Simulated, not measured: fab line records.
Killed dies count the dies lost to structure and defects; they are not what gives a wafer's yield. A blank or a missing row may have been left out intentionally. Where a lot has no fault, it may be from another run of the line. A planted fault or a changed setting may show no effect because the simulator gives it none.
Matching of chambers + flow berkeley-cmos170 + UCB170_V1_CMP_02 on cmp-02: 4 sister chambers
The step polishes SiO2. 18 wafers are shown with their chamber, then 9 later ones without.

## WAFERS PAIRED WITH THEIR CHAMBERS
| wafer  | chamber | motor-current-A (A) | platen-rpm (rpm) | retaining-ring-pressure-frac |
|--------|---------|---------------------|------------------|------------------------------|
| L645.3 | 3       | 18.5                | 60.03            | 1.008                        |
| L645.4 | 1       | 14.3                | 59.91            | 1.001                        |
| L645.5 | 0       | 13.4                | 59.92            | 0.997                        |
| L644.1 | 0       | 13.5                | 60.03            | 0.994                        |
| L644.2 | 1       | 14.2                | 59.91            | 1.002                        |
| L644.4 | 2       | 18.7                | 59.98            | 1.006                        |
| L647.1 | 0       | 13.2                | 60.06            | 1.006                        |
| L647.3 | 1       | 14.6                | 60.04            | 0.997                        |
| L647.6 | 0       | 12.7                | 60.02            | 1.002                        |
| L650.1 | 1       | 14.8                | 59.98            | 1.003                        |
| L650.2 | 0       | 13.2                | 60.05            | 0.994                        |
| L650.5 | 3       | 16.7                | 60.02            | 1.003                        |
| L654.1 | 1       | 13.5                | 59.96            | 0.990                        |
| L654.3 | 2       | 17.5                | 60.03            | 0.995                        |
| L654.5 | 0       | 13.2                | 59.98            | 1.002                        |
| L661.1 | 2       | 18.7                | 59.99            | 0.997                        |
| L661.2 | 1       | 14.0                | 59.96            | 0.997                        |
| L661.4 | 3       | 17.8                | 60.06            | 1.006                        |

SIGNATURES (means of the wafers above)
| reading                      | chamber 0 | chamber 1 | chamber 2 | chamber 3 | scatter within a chamber |
|------------------------------|-----------|-----------|-----------|-----------|--------------------------|
| motor-current-A              | 13.200    | 14.233    | 18.300    | 17.667    | 0.537                    |
| platen-rpm                   | 60.0100   | 59.9600   | 60.0000   | 60.0367   | 0.0445                   |
| retaining-ring-pressure-frac | 0.99917   | 0.99833   | 0.99933   | 1.00567   | 0.00476                  |
Rule: distance of a wafer from a chamber = root of the sum over the readings of ((wafer's reading minus chamber's mean) / reading's scatter) squared. The wafer belongs to the nearest chamber; if the next one is less than 2 further off, it can't be placed. The scatter: the root of (the sum of the squares of (reading less its chamber's mean) over the shown wafers, divided by (wafers less chambers)).

## WAFERS WHOSE CHAMBER IS MISSING
| wafer  | motor-current-A (A) | platen-rpm (rpm) | retaining-ring-pressure-frac |
|--------|---------------------|------------------|------------------------------|
| L662.3 | 17.0                | 59.96            | 0.994                        |
| L662.5 | 12.9                | 60.07            | 1.003                        |
| L662.6 | 13.4                | 60.01            | 0.991                        |
| L663.2 | 13.6                | 59.94            | 0.999                        |
| L663.4 | 13.5                | 59.99            | 0.999                        |
| L663.6 | 14.5                | 60.01            | 0.995                        |
| L665.1 | 17.8                | 60.02            | 0.998                        |
| L665.3 | 18.5                | 60.01            | 1.001                        |
| L665.5 | 14.0                | 59.95            | 1.006                        |

## EACH ONE'S CHAMBER
| wafer  | from the rows above     | in truth |
|--------|-------------------------|----------|
| L662.3 | can't be placed: 2 or 3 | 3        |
| L662.5 | can't be placed: 0 or 1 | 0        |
| L662.6 | can't be placed: 0 or 1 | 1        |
| L663.2 | can't be placed: 1 or 0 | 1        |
| L663.4 | can't be placed: 0 or 1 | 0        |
| L663.6 | can't be placed: 1 or 0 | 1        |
| L665.1 | can't be placed: 2 or 3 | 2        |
| L665.3 | can't be placed: 2 or 3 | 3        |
| L665.5 | can't be placed: 1 or 0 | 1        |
0 of 9 placed correctly. From these rows, 9 cannot be placed; in 9 the true chamber is one of the candidates. 0 placed wrongly.
